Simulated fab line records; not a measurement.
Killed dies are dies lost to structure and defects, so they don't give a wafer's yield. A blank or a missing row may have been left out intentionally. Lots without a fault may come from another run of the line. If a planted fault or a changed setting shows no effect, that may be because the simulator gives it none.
Split-lot study | flow berkeley cmos170 | 23 wafers read from 5 lots, route of 331 steps

## THE SPLIT
At UCB170_PLDD_IMPLANT_09, the setting dose cm2 was moved away from the recipe's 5e+13 on 8 of the 23 wafers read, by -5.6% to +4.9%. All remaining wafers had this setting at the recipe value.

## FROM THE SPLIT TO THE READING: what the file shows between them, 7 steps
- UCB170_NSD_IMPLANT_08 (also split here: energy kev)
- UCB170_NSD_STRIP_09: strips in O2
- UCB170_NSD_TW_MEAS_10
- UCB170_NSD_CLEAN_11: cleans in SPM, time 600 s
- UCB170_BACKSIDE_HMDS_00: prime time 60 s
- UCB170_SDANNEAL_RTA_01: time 5 s
- UCB170_SDANNEAL_RS_MEAS_03: measures by four-point-probe

## THE READING
Measured at UCB170_SDANNEAL_RS_MEAS_04 by four-point probe: PLDD_RS, in ohm/sq. Typical for fault-free wafers on this fab line: 1032.1 ohm/sq, with standard deviation 2.5 ohm/sq.

wafer  | tool, chamber at the split | dose cm2 as run | against the recipe | PLDD_RS, ohm/sq | against lot-mates on the recipe
L074.1 | implanter-02, 0            | 5e+13           | recipe             | 1031.5          | -
L074.2 | implanter-02, 0            | 4.774e+13       | -4.5%              | 1049.2          | +17.3
L074.3 | implanter-02, 0            | 5e+13           | recipe             | 1030.4          | -
L074.5 | implanter-02, 0            | 5e+13           | recipe             | 1033.7          | -
L074.6 | implanter-02, 0            | 4.774e+13       | -4.5%              | 1053.9          | +22.0
L079.1 | implanter-04, 0            | 5e+13           | recipe             | 1033.6          | -
L079.3 | implanter-04, 0            | 5e+13           | recipe             | 1036.3          | -
L079.4 | implanter-04, 0            | 5e+13           | recipe             | 1034.2          | -
L079.5 | implanter-04, 0            | 5e+13           | recipe             | 1035.2          | -
L079.6 | implanter-04, 0            | 5e+13           | recipe             | 1032.8          | -
L078.4 | implanter-04, 0            | 5e+13           | recipe             | 1032.3          | -
L078.5 | implanter-04, 0            | 5e+13           | recipe             | 1035.7          | -
L078.6 | implanter-04, 0            | 5e+13           | recipe             | 1031.7          | -
L083.1 | implanter-02, 0            | 5.245e+13       | +4.9%              | 1010.1          | -23.8
L083.3 | implanter-02, 0            | 5e+13           | recipe             | 1032.3          | -
L083.4 | implanter-02, 0            | 5e+13           | recipe             | 1035.5          | -
L083.5 | implanter-02, 0            | 5.245e+13       | +4.9%              | 1011.9          | -22.0
L083.6 | implanter-02, 0            | 5.245e+13       | +4.9%              | 1013.3          | -20.6
L085.2 | implanter-03, 0            | 5e+13           | recipe             | 1030.8          | -
L085.3 | implanter-03, 0            | 4.719e+13       | -5.6%              | 1055.4          | +23.9
L085.4 | implanter-03, 0            | 4.719e+13       | -5.6%              | 1055.9          | +24.4
L085.5 | implanter-03, 0            | 5e+13           | recipe             | 1032.3          | -
L085.6 | implanter-03, 0            | 4.719e+13       | -5.6%              | 1054.8          | +23.2

THE FIT
A straight line over all 23 wafers: PLDD_RS changes by -4.13 ohm/sq for each +1% of dose cm2; r = -0.99; the points scatter about the line by 1.8 ohm/sq.
The same after taking each lot's own level away (the mean of its wafers on the recipe; 23 wafers): -4.37 ohm/sq for each +1%; r = -0.99; scatter 1.5 ohm/sq.
Per that fit: largest dose cm2 move, reading shift of 25 ohm/sq.
The lots' own levels span 1031.55 to 1034.42 ohm/sq, that is 1.1 times the standard deviation above.
Consequently the slope shifts little with the lot-to-lot level, the two slopes agreeing.
Check: +24.5 ohm/sq against its lot-mates is what the line predicts for one of the wafers moved furthest among these (-5.6%) when that wafer is left out of the fit. It came out at +23.9 ohm/sq against them.

## OTHER SPLITS APPLIED TO THESE WAFERS
Other splits were also applied to these wafers ahead of the reading. Each is held against what the fit with the lots' levels taken away leaves over:
other split on the same wafers   | wafers away from the commonest value | r with PLDD_RS (lot level and that fit taken away)
UCB170_PLDD_EXPOSE_03 dose mj    | 9                                    | -0.06
UCB170_NSD_IMPLANT_08 energy kev | 9                                    | -0.24

## FILE'S OWN FIT
PLDD_RS changes by -4.36 ohm/sq for each +1% of dose cm2, r = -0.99.
